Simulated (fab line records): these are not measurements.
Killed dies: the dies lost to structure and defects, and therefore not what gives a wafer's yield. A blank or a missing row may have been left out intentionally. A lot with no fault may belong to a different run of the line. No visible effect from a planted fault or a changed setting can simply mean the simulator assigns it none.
Which tool is to blame? ; flow berkeleyCmos170 ; 21 wafers from 7 lots sampled at 3 of the route's 331 steps

## WHAT THE GAUGES SHOWED, per wafer
UCB170_V2_THK_MEAS_01.
lot;measured;on;V2_TEOS_THK (nm)
L188;day 9 05:46;filmMetro-03;1985 2006 2005
L192;day 10 03:41;filmMetro-04;2035 2016 2036
L195;day 11 01:31;filmMetro-04;2014 1989 2027
L198;day 11 01:46;filmMetro-04;1981 2028 2032
L200;day 11 01:15;filmMetro-03;1997 1971 1992
L203;day 11 16:04;filmMetro-02;1976 2004 2023
L205;day 12 06:47;filmMetro-04;1971 2027 2035

## EACH LOT AND THE TOOL THAT RAN IT (in order: tool; ch and the chambers of the sampled wafers; start)
lot;UCB170_PWELL_STRIP_16;UCB170_V2_CVD_00
L188;plasmaAsher-02 ch 1, day 3 23:20;pecvd-03 ch 0,2, day 9 05:36
L192;plasmaAsher-02 ch 0,1, day 4 10:28;pecvd-03 ch 0,1,2, day 10 03:32
L195;plasmaAsher-04 ch 1, day 5 12:36;pecvd-04 ch 0,1, day 11 01:20
L198;plasmaAsher-01 ch 0,1, day 5 22:29;pecvd-03 ch 0,2, day 11 01:35
L200;plasmaAsher-02 ch 0,1, day 5 23:11;pecvd-01 ch 0,2, day 11 01:06
L203;plasmaAsher-01 ch 0,1, day 6 08:47;pecvd-01 ch 0,1, day 11 15:54
L205;plasmaAsher-02 ch 0,1, day 7 02:31;pecvd-04 ch 0,1,2, day 12 06:37
- UCB170_PWELL_STRIP_16: strips in O2.
- UCB170_V2_CVD_00: deposits SiO2 from TEOS/O2, target thk 2000 nm, time 250 s.

## THE ANSWER, worked out from the rows above alone
Rule: the lots themselves supply what counts as usual. The widest of any qualifying gaps counts: lots, ordered by their means at a reading, are off when they make up no more than a third of the lots, leave a main group of 4 or more, and stand apart from it by 3 or more times the standard deviation of that group's means. Not used: any main group whose means are identical at the precision the tables above print for the reading. A lot without any number at a reading at which 4 lots or more have one is off too. All remaining lots with rows at the step are treated as sound.
Across all readings shown, no lot is off: no conclusion can be drawn from this.

## WHAT THE SIMULATOR HAD INSERTED
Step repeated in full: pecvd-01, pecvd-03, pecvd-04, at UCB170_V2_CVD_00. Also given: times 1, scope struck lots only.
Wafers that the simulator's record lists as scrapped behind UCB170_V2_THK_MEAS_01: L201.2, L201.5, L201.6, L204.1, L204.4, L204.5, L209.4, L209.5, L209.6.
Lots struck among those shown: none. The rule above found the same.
